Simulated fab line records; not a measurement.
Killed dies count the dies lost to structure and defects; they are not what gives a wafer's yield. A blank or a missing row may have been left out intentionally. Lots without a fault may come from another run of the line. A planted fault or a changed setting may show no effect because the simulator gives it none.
2 desks looking at one fault | flow berkeley-cmos170 | each desk has only its own numbers; what lay behind them comes last

## AT THE METROLOGY DESK
What the gauges read, lot by lot, whatever tool the lot ran on: means of the sampled wafers that have a number. If a lot's mean is further than 4 standard deviations from the usual mean, the lot is out of limits and carries the mark OUT (the distance appears in the brackets).
Columns: A = V2_BOW at UCB170_V2_BOW_MEAS_03, usual 37 um; B = V2_OVL at UCB170_V2_OVL_MEAS_13, usual -2 nm
lot  | first seen here | A  | B
L851 | day 7 16:18     | 29 | -4
L852 | day 7 16:42     | 30 | -2
L854 | day 8 16:36     | 30 | 10
L856 | day 8 16:56     | 44 | 3
L857 | day 9 01:44     | 40 | -10
L859 | day 9 05:25     | 34 | 2
L862 | day 9 22:03     | 31 | -6
L863 | day 10 08:57    | 38 | 2
L864 | day 10 16:33    | 27 | -1
L867 | day 11 04:07    | 34 | 4
L870 | day 11 14:32    | 28 | -2
L871 | day 11 23:53    | 38 | -3
L873 | day 12 12:16    | 43 | -7
Result from this desk: across the 13 lots, nothing is out of limits.

## DESK OF THE TOOL OWNER: rie-diel-03
The tool's own readings at UCB170_M3_ETCH_17 (etches BARC in N2/H2): means of the sampled wafers that have a number, for each lot that ran on this tool. If a lot's mean is further than 4 standard deviations from the usual mean, the lot is out of limits and carries the mark OUT (the distance appears in the brackets).
Columns: A = drypump-motor-current-A at UCB170_M3_ETCH_17, usual 5.7 A; B = oes-product-au at UCB170_M3_ETCH_17, usual 1.005 a.u.; C = throttle-valve-pct at UCB170_M3_ETCH_17, usual 13.36 %
lot  | first seen here | A   | B     | C
L851 | day 7 21:52     | 6.0 | 1.008 | 13.19
L856 | day 8 21:31     | 5.8 | 0.994 | 13.30
L862 | day 10 02:55    | 5.9 | 1.011 | 13.24
L863 | day 10 12:59    | 6.0 | 1.003 | 13.24
L867 | day 11 08:17    | 5.7 | 0.996 | 13.42
Result from this desk: across the 5 lots, nothing is out of limits.

## BROUGHT TOGETHER
Metrology desk: nothing out of limits seen.
The desk of the tool owner found nothing out of limits.

## WHAT HAD BEEN PUT IN BY THE SIMULATOR
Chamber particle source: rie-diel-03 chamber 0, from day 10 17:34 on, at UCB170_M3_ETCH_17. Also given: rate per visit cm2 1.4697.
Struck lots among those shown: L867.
